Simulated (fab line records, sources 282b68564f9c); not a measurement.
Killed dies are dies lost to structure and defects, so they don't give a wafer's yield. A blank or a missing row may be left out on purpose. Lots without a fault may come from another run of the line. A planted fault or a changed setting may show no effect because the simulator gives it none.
Tool commonality check | flow rit_cmos | 14 lots, 42 wafers sampled

WHY IT WAS OPENED
At RIT_CONTACT_THK_MEAS_01 the reading CONTACT_TEOS_THK is flagged on 2 of 14 lots. Wafers without a fault read 397 nm, standard deviation 4.9.
Rule: a lot is flagged when every wafer of it that has a number lies more than 4 standard deviations from that mean, or none has a number. The other lots count as sound.

lot  | measured    | on            | CONTACT_TEOS_THK (nm), wafer by wafer | flag
L292 | day 3 07:43 | film_metro-03 | 404 398 404                           |
L293 | day 3 11:13 | film_metro-04 | 786 803 799                           | FLAGGED
L299 | day 4 17:58 | film_metro-03 | 797 809 804                           | FLAGGED
L301 | day 5 00:38 | film_metro-02 | 394 400 399                           |
L304 | day 5 16:09 | film_metro-03 | 386 396 389                           |
L305 | day 5 20:51 | film_metro-04 | 393 396 399                           |
L306 | day 6 01:46 | film_metro-03 | 396 402 399                           |
L307 | day 6 08:23 | film_metro-04 | 391 391 396                           |
L308 | day 6 12:13 | film_metro-03 | 401 409 396                           |
L309 | day 6 16:14 | film_metro-04 | 396 401 400                           |
L312 | day 7 07:08 | film_metro-03 | 389 394 407                           |
L313 | day 7 12:11 | film_metro-02 | 392 391 399                           |
L314 | day 7 17:32 | film_metro-04 | 397 395 391                           |
L315 | day 7 22:04 | film_metro-03 | 389 401 394                           |
The numbers of the flagged lots are 800 nm on average: +403 nm against the usual, or +82 standard deviations.

WHICH TOOL RAN EACH LOT
The record holds 1 process step before the reading, out of a route of 202 steps. In each cell: the tool, then ch and the chambers that the sampled wafers went through, then the start.
lot  | flag    | RIT_CONTACT_CVD_00
L292 |         | pecvd-03 ch 0,1,2, day 3 07:39
L293 | FLAGGED | pecvd-02 ch 0,1,2, day 3 10:56
L299 | FLAGGED | pecvd-02 ch 0,2, day 4 17:41
L301 |         | pecvd-03 ch 1,2, day 5 00:35
L304 |         | pecvd-03 ch 1,2, day 5 16:05
L305 |         | pecvd-02 ch 0,2, day 5 20:46
L306 |         | pecvd-04 ch 0,2, day 6 01:41
L307 |         | pecvd-03 ch 1,2, day 6 08:20
L308 |         | pecvd-02 ch 0,2, day 6 12:08
L309 |         | pecvd-04 ch 0,1,2, day 6 16:11
L312 |         | pecvd-04 ch 1,2, day 7 07:05
L313 |         | pecvd-03 ch 0,1,2, day 7 12:08
L314 |         | pecvd-02 ch 0,1, day 7 17:29
L315 |         | pecvd-04 ch 0,1,2, day 7 22:01
What these steps do:
- RIT_CONTACT_CVD_00: deposits SiO2 from TEOS, target thk 400 nm, time 61 s.
- RIT_CONTACT_THK_MEAS_01

FLAGGED OVER TOTAL, TOOL BY TOOL (the gauges that took the reading come last)
step                    | tool          | lots run | flagged | share of the flagged lots | sound lots run after its first flagged lot
RIT_CONTACT_CVD_00      | pecvd-02      | 5        | 2       | all                       | 3 (L305,L308,L314)
RIT_CONTACT_CVD_00      | pecvd-03      | 5        | 0       | none                      | -
RIT_CONTACT_CVD_00      | pecvd-04      | 4        | 0       | none                      | -
RIT_CONTACT_THK_MEAS_01 | film_metro-02 | 2        | 0       | none                      | -
RIT_CONTACT_THK_MEAS_01 | film_metro-03 | 7        | 1       | some                      | 5 (L304,L306,L308,L312,L315)
RIT_CONTACT_THK_MEAS_01 | film_metro-04 | 5        | 1       | some                      | 4 (L305,L307,L309,L314)

WHAT THE TABLE ALLOWS
1 row of the table ran every flagged lot: pecvd-02 at RIT_CONTACT_CVD_00.
- pecvd-02 at RIT_CONTACT_CVD_00: 2 of its 5 lots flagged. Sound lots ran on it after the first flagged one (L305, L308, L314), which a lasting fault on the whole tool wouldn't allow.
No row of the table ran every flagged lot and no sound lot after the first.

WHAT THE SIMULATOR HAD PUT IN
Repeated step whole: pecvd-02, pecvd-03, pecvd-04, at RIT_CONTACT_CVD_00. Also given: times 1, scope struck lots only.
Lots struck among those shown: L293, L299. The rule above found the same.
